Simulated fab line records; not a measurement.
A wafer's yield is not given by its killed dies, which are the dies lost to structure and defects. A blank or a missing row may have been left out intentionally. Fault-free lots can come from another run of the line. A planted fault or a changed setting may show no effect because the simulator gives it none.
2 desks, one fault -- flow ritCmos -- what lay behind the numbers comes last; until then each desk has only its own

THE TOOL OWNER'S DESK: lithoTrack-04
The tool's own readings at RIT_NSD_DEVELOP_05 (develop time 50 s): means of the sampled wafers that have a number, for each lot that ran on this tool. Marked OUT: a lot whose mean sits more than 4 standard deviations from the usual mean, which makes it out of limits; the brackets give that distance.
Columns: A = developerTempC at RIT_NSD_DEVELOP_05, usual 23.01 C; B = exhaustPa at RIT_NSD_DEVELOP_05, usual 45.0 Pa
lot,first seen here,A,B
L296,day 3 02:00,23.07,45.3
L297,day 3 09:00,22.94,44.2
L299,day 3 19:00,23.05,43.6
L301,day 4 07:00,23.00,45.6
L304,day 4 21:00,22.08 (-9.6) OUT,46.5
L307,day 5 19:00,22.15 (-8.9) OUT,43.8
This desk's finding: out of limits on L304, L307; first on L304, day 4 21:00 (developerTempC at RIT_NSD_DEVELOP_05). In limits: L296, L297, L299, L301.

THE METROLOGY DESK
What the gauges read for every lot (on any tool): the sampled wafers with a number, averaged. Marked OUT: a lot whose mean sits more than 4 standard deviations from the usual mean, which makes it out of limits; the brackets give that distance.
Columns: A = cdNm at RIT_GATE_CD_MEAS_90, usual 150.5 nm; B = NLDD_TW at RIT_NLDD_TW_MEAS_10, usual 2489
lot,first seen here,A,B
L296,day 2 17:31,150.1,2525
L297,day 3 00:33,151.0,2518
L299,day 3 09:50,150.2,2468
L301,day 3 21:03,153.8,2471
L304,day 4 12:28,149.6,2463
L305,day 4 16:28,150.3,2473
L307,day 5 06:34,150.1,2468
L309,day 5 17:05,150.5,2523
L310,day 5 22:32,149.3,2512
L311,day 6 07:41,147.1,2464
L314,day 6 20:41,153.1,2479
L315,day 6 21:23,147.3,2497
L316,day 7 04:26,152.3,2468
L318,day 7 09:34,155.7,2456
Result from this desk: across the 14 lots, nothing is out of limits.

PUT TOGETHER
On L304, L307, at day 4 21:00, an alarm was possible from the tool owner's desk.
Nothing out of limits was seen by the metrology desk.
The metrology desk holds a record of L304, L307, inside its limits.
The lots listed all ran RIT_NSD_DEVELOP_05 on lithoTrack-04.

WHAT THE SIMULATOR HAD INSERTED
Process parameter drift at RIT_NSD_DEVELOP_05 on lithoTrack-04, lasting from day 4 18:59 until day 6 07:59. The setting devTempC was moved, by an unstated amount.
Shown lots that were struck: L304, L307.
Each desk's first reading out of limits, in hours after the fault started: the tool owner's desk, 2.
